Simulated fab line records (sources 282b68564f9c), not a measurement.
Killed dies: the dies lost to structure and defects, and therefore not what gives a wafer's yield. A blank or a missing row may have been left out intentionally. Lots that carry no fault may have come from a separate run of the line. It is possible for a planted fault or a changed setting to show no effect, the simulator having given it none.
A struck lot beside a sound one ; flow rit_cmos ; 23 steps out of a route of 202
Sound: the wafers L546.1, L546.4, L546.6. The struck wafers were L536.1, L536.2, L536.6. Last of all comes the cause.
For every step that has rows: the tool of each side, followed by ch and its chambers, followed by its first start. Under that, the readings that differ: sound wafers ; struck wafers ; difference of the means ; sigmas: that difference in standard deviations of wafers without a fault.
alike: readings whose means differ by less than 2 such deviations, and words and numbers that are the same on both sides. not compared: withheld readings, readings that some wafer has no value for, bounds like >300 that may hide the same value, and numbers for which the record gives no deviation and whose values overlap.
The two part at a step that has a row with sigmas, a row that says differs or no value, or rows on one side only. When numbers do not overlap yet have no deviation, they are printed without sigmas and do not part them. A reading that every wafer of one side lacks parts them only if that side has two wafers or more.

RIT_CONTACT_CD_MEAS_08 targets a cd of 1000 nm.
  struck on cd_sem-02, day 5 18:48; sound on cd_sem-02, day 7 13:59
reading;sound;struck;difference;sigmas
cd_nm (nm);1002.6 1001.8 1002.2;997.8 995.7 998.3;-4.9;-2
RIT_CONTACT_OVL_MEAS_09:
  struck on overlay-02, day 5 18:55; sound on overlay-01, day 7 14:06
  alike: CONTACT_OVL
then, 1 step without rows for these wafers: RIT_CONTACT_HARDBAKE_10 (time 60 s).
RIT_CONTACT_ETCH_11: etches SiO2 in CHF3/CF4/Ar, stops on TiSi2, target depth 480 nm, time 320 s.
  sound on rie_diel-04 ch 1,2,3, day 7 14:17; struck on rie_diel-01 ch 0,1,2, day 5 19:07
  alike: O2_flow_sccm, drypump_motor_current_A, oes_product_au, rf_fwd_power_W, throttle_valve_pct
  not compared: rf_hours_counter_h
RIT_CONTACT_STRIP_12: strips in O2, time 180 s.
  sound on plasma_asher-03 ch 0, day 7 14:29; struck on plasma_asher-03 ch 0,1, day 5 19:18
  alike: drypump_motor_current_A, o2_flow_sccm
  not compared: rf_hours_counter_h
RIT_CONTACT_CD_MEAS_90 targets a cd of 1000 nm.
  struck on cd_sem-01, day 5 19:29; sound on cd_sem-01, day 7 14:39
reading;sound;struck;difference;sigmas
cd_nm (nm);1002.9 1001.5 1002.4;997.7 996.0 997.8;-5.1;-3
then, 2 steps without rows for these wafers: RIT_CONTACT_CLEAN_13 (cleans in SC1, time 600 s); RIT_CONTACT_CLEAN_14 (cleans in SC2, time 600 s).
RIT_M1_SPUTTER_00: material Al, target thk 400 nm, time 491.7 s.
  struck on pvd_sputter-04, day 5 19:58; sound on pvd_sputter-03, day 7 15:07
  alike: chamber_pressure_pa, throttle_valve_pct
RIT_M1_RS_MEAS_01: a four-point-probe measurement.
  struck on film_metro-04, day 5 20:16; sound on film_metro-04, day 7 15:25
  alike: M1_AL_RS
RIT_M1_THK_MEAS_02: measures by xrf.
  struck on film_metro-04, day 5 20:23; sound on film_metro-04, day 7 15:32
  alike: M1_AL_THK
then, 1 step without rows for these wafers: RIT_M1_HMDS_03 (prime time 60 s).
RIT_M1_COAT_04: resist thk 1300 nm.
  sound on litho_track-03 ch 0, day 7 15:45; struck on litho_track-01 ch 0, day 5 20:35
reading;sound;struck;difference;sigmas
model.NOVOLAK_of_M1_COAT_04.thk_nm (nm);1301 1301 1303;714.5 713.5 714;-587.7;
then, 4 steps without rows for these wafers: RIT_M1_SOFTBAKE_05 (time 60 s); RIT_M1_EXPOSE_06 (exposes mask M12, target cd 2600 nm); RIT_M1_PEB_07; RIT_M1_DEVELOP_08 (develop time 68 s).
RIT_M1_CD_MEAS_09 targets a cd of 2600 nm.
  struck on cd_sem-02, day 5 21:19; sound on cd_sem-01, day 7 16:36
reading;sound;struck;difference;sigmas
cd_nm (nm);2601.8 2600.0 2599.0;2530.1 2530.2 2531.6;-69.6;-33
RIT_M1_OVL_MEAS_10:
  struck on overlay-02, day 5 21:26; sound on overlay-01, day 7 16:43
  alike: M1_OVL
then, 1 step without rows for these wafers: RIT_M1_HARDBAKE_11 (time 120 s).
RIT_M1_METAL_ETCH_12: etches Al in Cl2/BCl3, stops on SiO2, time 165 s, target depth 600 nm.
  sound on rie_metal-02 ch 0,1, day 7 17:00; struck on rie_metal-03 ch 0,1, day 5 21:44
reading;sound;struck;difference;sigmas
oes_product_au (a.u.);0.784 0.789 0.784;0.769 0.755 0.770;-0.021;-2
model.NOVOLAK_of_M1_COAT_04.thk_nm (nm);823.1 818 826.5;311.4 309.7 311;-511.8;
model.M1.cd_nm (nm);2605 2600 2601;2532 2533 2535;-69;
  alike: drypump_motor_current_A, rf_fwd_power_W, throttle_valve_pct
  not compared: rf_hours_counter_h
then, 1 step without rows for these wafers: RIT_M1_STRIP_13 (strips in nmp, time 600 s).
RIT_M1_PROBE_99:
  struck on prober-02, day 5 23:59; sound on prober-01, day 7 19:16
  alike: defect_limited_yield, killed_at_contacts, killed_at_front_end, killed_dies, killed_open, killed_short, sort_bin_3_pad_short, sort_bin_5_function, sort_bin_6_memory, sort_n_pass, sort_yield_pct

## WHERE THEY PART
Last at RIT_M1_METAL_ETCH_12 as far as this record goes, first at RIT_CONTACT_CD_MEAS_08. Later steps at which nothing parts them and some readings are alike: RIT_M1_PROBE_99.

WHY: what the simulator had put in
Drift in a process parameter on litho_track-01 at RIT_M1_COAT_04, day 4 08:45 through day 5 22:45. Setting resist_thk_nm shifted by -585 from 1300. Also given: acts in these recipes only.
